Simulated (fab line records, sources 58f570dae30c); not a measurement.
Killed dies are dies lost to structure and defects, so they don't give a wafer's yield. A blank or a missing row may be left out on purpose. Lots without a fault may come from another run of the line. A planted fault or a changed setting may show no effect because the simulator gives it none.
Which tool did it? | flow berkeley_cmos170 | 14 lots, 42 wafers sampled, at 5 steps of a route of 331

WHAT THE GAUGES READ, wafer by wafer
UCB170_NWELL_OVL_MEAS_12.
lot  | measured    | on         | NWELL_OVL (nm)
L553 | day 2 11:24 | overlay-01 | -5 -5 -3
L555 | day 3 01:15 | overlay-02 | -1 0 1
L557 | day 3 09:05 | overlay-01 | -1 -3 -3
L558 | day 3 11:53 | overlay-01 | -3 2 0
L559 | day 3 16:38 | overlay-01 | -2 6 8
L560 | day 3 22:47 | overlay-02 | -2 -3 -2
L563 | day 4 18:01 | overlay-02 | -4 -6 -8
L565 | day 4 23:40 | overlay-01 | -6 0 -1
L568 | day 5 13:27 | overlay-01 | 3 7 0
L569 | day 5 18:43 | overlay-01 | -8 -10 -12
L571 | day 6 04:31 | overlay-01 | 0 -5 -4
L570 | day 6 04:47 | overlay-01 | -3 -3 -1
L573 | day 6 16:14 | overlay-02 | 1 -3 2
L574 | day 7 03:08 | overlay-01 | -3 -1 6

UCB170_PFIELD_TW_MEAS_09.
lot  | measured    | on            | PFIELD_TW
L553 | day 4 12:47 | film_metro-03 | 606 608 606
L555 | day 5 00:04 | film_metro-03 | 605 604 603
L557 | day 5 08:18 | film_metro-01 | 601 598 602
L558 | day 5 08:07 | film_metro-03 | 608 601 602
L559 | day 5 17:45 | film_metro-01 | 601 602 599
L560 | day 6 00:50 | film_metro-04 | 604 599 603
L563 | day 7 01:34 | film_metro-01 | 600 601 599
L565 | day 7 02:05 | film_metro-03 | 455 453 458
L568 | day 7 20:43 | film_metro-03 | 608 604 608
L569 | day 8 02:46 | film_metro-04 | 453 450 451
L571 | day 8 16:14 | film_metro-03 | 603 600 602
L570 | day 8 16:32 | film_metro-03 | 604 604 603
L573 | day 8 16:01 | film_metro-04 | 594 596 598
L574 | day 9 00:43 | film_metro-04 | 601 602 602

WHICH TOOL RAN EACH LOT (tool, then ch and the chambers of the sampled wafers, then the start)
lot  | UCB170_PWELL_ETCH_14              | UCB170_PFIELD_IMPLANT_07       | UCB170_PFIELD_STRIP_08
L553 | rie_diel-03 ch 0,1, day 3 05:50   | implanter-01 ch 0, day 4 12:32 | plasma_asher-03 ch 0,1, day 4 12:41
L555 | rie_diel-03 ch 1,2,3, day 3 16:31 | implanter-01 ch 0, day 4 23:50 | plasma_asher-04 ch 0,1, day 4 23:58
L557 | rie_diel-01 ch 0,3, day 4 02:46   | implanter-04 ch 0, day 5 08:04 | plasma_asher-03 ch 0,1, day 5 08:11
L558 | rie_diel-03 ch 0,1,3, day 4 03:01 | implanter-02 ch 0, day 5 07:53 | plasma_asher-03 ch 0,1, day 5 08:01
L559 | rie_diel-02 ch 0,2, day 4 12:17   | implanter-01 ch 0, day 5 17:30 | plasma_asher-04 ch 0,1, day 5 17:39
L560 | rie_diel-01 ch 2,3, day 4 17:40   | implanter-01 ch 0, day 6 00:35 | plasma_asher-04 ch 0,1, day 6 00:44
L563 | rie_diel-01 ch 0,2, day 5 10:08   | implanter-02 ch 0, day 7 01:20 | plasma_asher-01 ch 1, day 7 01:27
L565 | rie_diel-02 ch 0,1,3, day 5 17:53 | implanter-01 ch 0, day 7 01:50 | plasma_asher-03 ch 0,1, day 7 01:59
L568 | rie_diel-02 ch 0,1,2, day 6 06:34 | implanter-02 ch 0, day 7 20:29 | plasma_asher-01 ch 0,1, day 7 20:37
L569 | rie_diel-03 ch 0,2,3, day 6 12:37 | implanter-01 ch 0, day 8 02:31 | plasma_asher-01 ch 0,1, day 8 02:40
L571 | rie_diel-02 ch 0,1,2, day 7 04:25 | implanter-02 ch 0, day 8 15:59 | plasma_asher-04 ch 0,1, day 8 16:08
L570 | rie_diel-03 ch 0,2, day 7 04:53   | implanter-04 ch 0, day 8 16:17 | plasma_asher-03 ch 0,1, day 8 16:25
L573 | rie_diel-02 ch 1,2,3, day 7 11:29 | implanter-04 ch 0, day 8 15:46 | plasma_asher-03 ch 0,1, day 8 15:54
L574 | rie_diel-01 ch 0,2, day 7 20:49   | implanter-04 ch 0, day 9 00:28 | plasma_asher-03 ch 0,1, day 9 00:37
- UCB170_PWELL_ETCH_14: etches Si3N4 in CH3F/Ar/O2, stops on SiO2, target depth 242 nm, time 151 s.
- UCB170_PFIELD_IMPLANT_07
- UCB170_PFIELD_STRIP_08: strips in O2.

WHAT THE TOOLS THEMSELVES READ (means of the sampled wafers that have a number; where no wafer has one, the mark that the record gives instead)
UCB170_PWELL_ETCH_14.
lot  | tool        | drypump_motor_current_A (A) | oes_product_au (a.u.) | throttle_valve_pct (%)
L553 | rie_diel-03 | 5.9                         | 0.933                 | 8.16
L555 | rie_diel-03 | 6.4                         | 0.945                 | 8.13
L557 | rie_diel-01 | 5.8                         | 0.927                 | 7.93
L558 | rie_diel-03 | 6.2                         | 0.935                 | 8.10
L559 | rie_diel-02 | 5.8                         | 0.940                 | 7.99
L560 | rie_diel-01 | 5.4                         | 0.937                 | 8.01
L563 | rie_diel-01 | 5.3                         | 0.936                 | 8.07
L565 | rie_diel-02 | 5.7                         | 0.947                 | 8.18
L568 | rie_diel-02 | 5.3                         | 0.955                 | 8.07
L569 | rie_diel-03 | 6.4                         | 0.940                 | 8.13
L571 | rie_diel-02 | 5.3                         | 0.952                 | 8.06
L570 | rie_diel-03 | 6.2                         | 0.941                 | 8.18
L573 | rie_diel-02 | 5.4                         | 0.961                 | 8.15
L574 | rie_diel-01 | 5.3                         | 0.945                 | 8.07

UCB170_PFIELD_IMPLANT_07.
lot  | tool         | beam_energy_keV | dose_ions_cm2 | faraday_current_uA
L553 | implanter-01 | 79.999          | 1.9977e+13    | 64.6
L555 | implanter-01 | 80.040          | 2.0005e+13    | 63.2
L557 | implanter-04 | 80.033          | 2.0030e+13    | 63.1
L558 | implanter-02 | 79.987          | 1.9988e+13    | 63.5
L559 | implanter-01 | 79.992          | 2.0016e+13    | 63.9
L560 | implanter-01 | 80.004          | 1.9968e+13    | 63.5
L563 | implanter-02 | 79.964          | 2.0013e+13    | 65.2
L565 | implanter-01 | 80.012          | 8.0707e+12    | 25.6
L568 | implanter-02 | 80.000          | 1.9994e+13    | 63.3
L569 | implanter-01 | 79.961          | 8.0253e+12    | 25.7
L571 | implanter-02 | 80.006          | 1.9996e+13    | 62.4
L570 | implanter-04 | 80.039          | 1.9972e+13    | 62.7
L573 | implanter-04 | 79.954          | 2.0018e+13    | 63.0
L574 | implanter-04 | 80.029          | 2.0009e+13    | 63.6

UCB170_PFIELD_STRIP_08.
lot  | tool            | drypump_motor_current_A (A) | oes_product_au (a.u.) | strip_time_to_endpoint_s (s)
L553 | plasma_asher-03 | 6.1                         | 0.733                 | 21.72
L555 | plasma_asher-04 | 5.5                         | 0.729                 | 21.70
L557 | plasma_asher-03 | 6.1                         | 0.731                 | 21.69
L558 | plasma_asher-03 | 6.0                         | 0.731                 | 21.64
L559 | plasma_asher-04 | 5.5                         | 0.736                 | 21.57
L560 | plasma_asher-04 | 5.6                         | 0.733                 | 21.55
L563 | plasma_asher-01 | 6.3                         | 0.734                 | 21.68
L565 | plasma_asher-03 | 6.1                         | 0.730                 | 21.56
L568 | plasma_asher-01 | 5.4                         | 0.734                 | 21.59
L569 | plasma_asher-01 | 5.9                         | 0.736                 | 21.61
L571 | plasma_asher-04 | 5.5                         | 0.735                 | 21.69
L570 | plasma_asher-03 | 6.1                         | 0.734                 | 21.54
L573 | plasma_asher-03 | 6.1                         | 0.735                 | 21.45
L574 | plasma_asher-03 | 6.1                         | 0.737                 | 21.54

THE ANSWER, worked out from the rows above alone
Rule: what is usual is taken from the lots themselves. Put in order of their means at a reading, lots are off if they are a third of the lots or fewer, leave a main group of 4 or more, and stand apart from it by a gap of 3 or more times the standard deviation of the main group's means; of several such gaps the widest counts. A main group whose means are all the same, to the digits that the tables above print for the reading, isn't used. A lot without any number at a reading at which 4 lots or more have one is off too. The other lots that the step has rows for count as sound. The gauges are gone through in route order, then the tools' own readings, and for those a lot's mean is taken as printed above. The first step at which some lot is off is used, and at that step the reading that is off furthest; a lot without a number counts as furthest.
Off: L565, L569, at UCB170_PFIELD_TW_MEAS_09 (PFIELD_TW). The main group: mean 602, standard deviation 2.8.
A tool fits if, at a process step before that reading, it ran every lot that is off, and no sound lot after the first of them. The gauges at UCB170_PFIELD_TW_MEAS_09 aren't tried: what is off there is off at UCB170_PFIELD_IMPLANT_07 too, on other tools, and a gauge's error can't cause that. One fits: implanter-01 at UCB170_PFIELD_IMPLANT_07. Its last sound lot is L560 (day 6 00:35), its first lot that is off L565 (day 7 01:50): a fault that began between those two fits.
The tool's own readings at UCB170_PFIELD_IMPLANT_07 bear it out: on the lots that are off they differ by more than 5 times the standard deviation of the sound lots' means. dose_ions_cm2 reads 8.0480e+12 there against 1.9999e+13 on the sound lots; faraday_current_uA reads 25.6 there against 63.5 on the sound lots.

WHAT THE SIMULATOR HAD PUT IN
Process parameter drift: implanter-01, from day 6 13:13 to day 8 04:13, at UCB170_PFIELD_IMPLANT_07. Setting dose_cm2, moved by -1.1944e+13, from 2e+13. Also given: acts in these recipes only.
Lots struck among those shown: L565, L569. The rule above found the same.
